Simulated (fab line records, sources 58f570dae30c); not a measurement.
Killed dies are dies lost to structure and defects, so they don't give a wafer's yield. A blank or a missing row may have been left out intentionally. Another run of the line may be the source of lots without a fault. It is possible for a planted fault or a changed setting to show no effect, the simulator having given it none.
What tool caused it? | flow berkeley-cmos170 | 14 lots, 42 wafers sampled, at 4 steps of a route of 331

## WHAT THE GAUGES SHOWED, per wafer
UCB170_NSD_CD_MEAS_06: target cd 1200 nm.
lot  | measured     | on        | cd-nm (nm)
L869 | day 5 22:08  | cd-sem-02 | 1200.3 1198.8 1200.4
L871 | day 7 02:23  | cd-sem-01 | 1200.1 1199.8 1201.0
L873 | day 7 07:22  | cd-sem-02 | 1200.4 1200.2 1201.4
L870 | day 7 10:16  | cd-sem-02 | 1199.7 1198.6 1199.2
L875 | day 7 21:21  | cd-sem-02 | 1201.6 1202.4 1203.1
L880 | day 9 06:29  | cd-sem-01 | 1202.3 1201.7 1201.6
L883 | day 9 17:35  | cd-sem-01 | 1203.1 1202.7 1202.9
L881 | day 9 18:09  | cd-sem-02 | 1200.2 1199.7 1198.9
L884 | day 9 18:26  | cd-sem-01 | 1199.1 1200.0 1200.5
L886 | day 10 06:11 | cd-sem-02 | 1197.9 1198.2 1197.1
L887 | day 10 16:33 | cd-sem-02 | 1199.8 1201.1 1202.1
L892 | day 11 03:24 | cd-sem-01 | 1202.2 1200.3 1202.1
L889 | day 11 03:49 | cd-sem-01 | 1197.9 1196.1 1196.9
L891 | day 11 04:05 | cd-sem-01 | 1201.0 1201.3 1202.0

UCB170_CONTACT_OVL_MEAS_16.
lot  | measured     | on         | CONTACT_OVL (nm)
L869 | day 6 05:02  | overlay-01 | 3 3 8
L871 | day 7 10:15  | overlay-02 | 3 6 6
L873 | day 7 14:29  | overlay-02 | -16 -14 -11
L870 | day 7 20:00  | overlay-02 | -2 -1 -1
L875 | day 8 04:59  | overlay-01 | 1 -3 -4
L883 | day 10 02:57 | overlay-02 | -12 -2 -10
L884 | day 10 03:52 | overlay-01 | -8 -7 -5
L886 | day 10 13:20 | overlay-02 | 3 -2 0
L887 | day 11 00:29 | overlay-01 | 3 3 -3
L892 | day 11 09:52 | overlay-01 | -9 -9 -1
L889 | day 11 13:55 | overlay-01 | 2 4 0
L891 | day 11 11:55 | overlay-02 | -8 -5 3

## TOOL THAT RAN EACH LOT (tool first, then ch and the chambers of the sampled wafers, then the start)
lot  | UCB170_SDANNEAL_RTA_01           | UCB170_SILICIDE_RTA_04
L869 | rtp-anneal-01 ch 0, day 5 23:38  | rtp-anneal-02 ch 0, day 6 00:28
L871 | rtp-anneal-02 ch 0, day 7 05:34  | rtp-anneal-01 ch 0, day 7 06:23
L873 | rtp-anneal-01 ch 0, day 7 08:48  | rtp-anneal-02 ch 0, day 7 09:37
L870 | rtp-anneal-01 ch 0, day 7 11:43  | rtp-anneal-02 ch 0, day 7 12:32
L875 | rtp-anneal-02 ch 0, day 7 22:52  | rtp-anneal-01 ch 0, day 7 23:41
L880 | rtp-anneal-01 ch 0, day 9 08:03  | rtp-anneal-02, day 9 08:52
L883 | rtp-anneal-01 ch 0, day 9 19:32  | rtp-anneal-01 ch 0, day 9 20:24
L881 | rtp-anneal-02 ch 0, day 9 19:50  | rtp-anneal-01, day 9 20:40
L884 | rtp-anneal-01 ch 0, day 9 20:14  | rtp-anneal-02 ch 0, day 9 21:03
L886 | rtp-anneal-02 ch 0, day 10 07:37 | rtp-anneal-02 ch 0, day 10 08:25
L887 | rtp-anneal-01 ch 0, day 10 18:43 | rtp-anneal-01 ch 0, day 10 19:32
L892 | rtp-anneal-02 ch 0, day 11 05:11 | rtp-anneal-01 ch 0, day 11 06:01
L889 | rtp-anneal-01 ch 0, day 11 07:08 | rtp-anneal-02 ch 0, day 11 08:19
L891 | rtp-anneal-02 ch 0, day 11 07:00 | rtp-anneal-01 ch 0, day 11 07:49
- UCB170_SDANNEAL_RTA_01: time 5 s.
- UCB170_SILICIDE_RTA_04: time 15 s.

## WHAT THE TOOLS THEMSELVES READ (means of the sampled wafers that have a number; where no wafer has one, the mark that the record gives instead)
UCB170_SDANNEAL_RTA_01.
lot  | tool          | anneal-temp-c-max | chamber-o2-ppm | lamp-power-pct (%) | wafer_temp_C_max
L869 | rtp-anneal-01 | 1055.4            | 2.020          | 40.2               | 1057.2
L871 | rtp-anneal-02 | 1056.9            | 1.978          | 38.7               | 1055.0
L873 | rtp-anneal-01 | 1054.0            | 1.999          | 40.2               | 1057.5
L870 | rtp-anneal-01 | 1054.2            | 2.007          | 40.2               | 1056.5
L875 | rtp-anneal-02 | 1056.3            | 1.989          | 38.7               | 1054.1
L880 | rtp-anneal-01 | 1054.3            | 2.017          | 40.2               | 1055.5
L883 | rtp-anneal-01 | 1054.9            | 2.014          | 40.2               | 1056.4
L881 | rtp-anneal-02 | 1056.3            | 1.957          | 38.7               | 1055.0
L884 | rtp-anneal-01 | 1054.5            | 1.986          | 40.2               | 1056.2
L886 | rtp-anneal-02 | 1056.4            | 1.968          | 38.7               | 1054.9
L887 | rtp-anneal-01 | 1055.2            | 2.029          | 40.2               | 1056.7
L892 | rtp-anneal-02 | 1057.7            | 2.010          | 38.7               | 1053.1
L889 | rtp-anneal-01 | 1054.7            | 2.018          | 40.2               | 1056.6
L891 | rtp-anneal-02 | 1056.9            | 2.011          | 38.7               | 1053.8

UCB170_SILICIDE_RTA_04.
lot  | tool          | anneal-temp-c-max | chamber-o2-ppm | lamp-power-pct (%) | wafer_temp_C_max
L869 | rtp-anneal-02 | 654.2             | 2.019          | 10.75              | 652.3
L871 | rtp-anneal-01 | 652.2             | 2.008          | 11.16              | 653.8
L873 | rtp-anneal-02 | 653.9             | 1.974          | 10.74              | 653.1
L870 | rtp-anneal-02 | 654.5             | 2.002          | 10.74              | 652.4
L875 | rtp-anneal-01 | 653.3             | 1.998          | 11.16              | 653.5
L880 | rtp-anneal-02 | -                 | -              | -                  | -
L883 | rtp-anneal-01 | 652.4             | 1.991          | 11.16              | 654.3
L881 | rtp-anneal-01 | -                 | -              | -                  | -
L884 | rtp-anneal-02 | 654.2             | 1.995          | 10.75              | 652.3
L886 | rtp-anneal-02 | 653.4             | 2.039          | 10.75              | 651.5
L887 | rtp-anneal-01 | 652.7             | 1.967          | 11.17              | 653.6
L892 | rtp-anneal-01 | 653.1             | 1.970          | 11.17              | 654.0
L889 | rtp-anneal-02 | 653.7             | 2.011          | 10.74              | 652.2
L891 | rtp-anneal-01 | 652.7             | 1.996          | 11.17              | 654.0

## THE ANSWER, worked out from the rows above alone
Rule: the usual values come from the lots themselves. The widest of any qualifying gaps counts: lots, ordered by their means at a reading, are off when they make up no more than a third of the lots, leave a main group of 4 or more, and stand apart from it by 3 or more times the standard deviation of that group's means. The tables above print the reading to a certain number of digits; a main group whose means all agree to those digits is not used. Also off: a lot with no number at a reading for which 4 or more lots have one. The other lots that the step has rows for count as sound. After the gauges, taken in route order, come the tools' own readings; for these a lot's mean is taken, as printed above. The first step at which some lot is off is used, and at that step the reading that is off furthest; a lot without a number counts as furthest.
Off at UCB170_SILICIDE_RTA_04 (anneal-temp-c-max): L880, L881. Without a number there: L880, L881. For the main group the mean is 653.4 and the standard deviation 0.73.
A tool fits if, at that step or a process step before it, it ran every lot that is off, and no sound lot after the first of them. Of those tried, none fits.

## WHAT THE SIMULATOR HAD INSERTED
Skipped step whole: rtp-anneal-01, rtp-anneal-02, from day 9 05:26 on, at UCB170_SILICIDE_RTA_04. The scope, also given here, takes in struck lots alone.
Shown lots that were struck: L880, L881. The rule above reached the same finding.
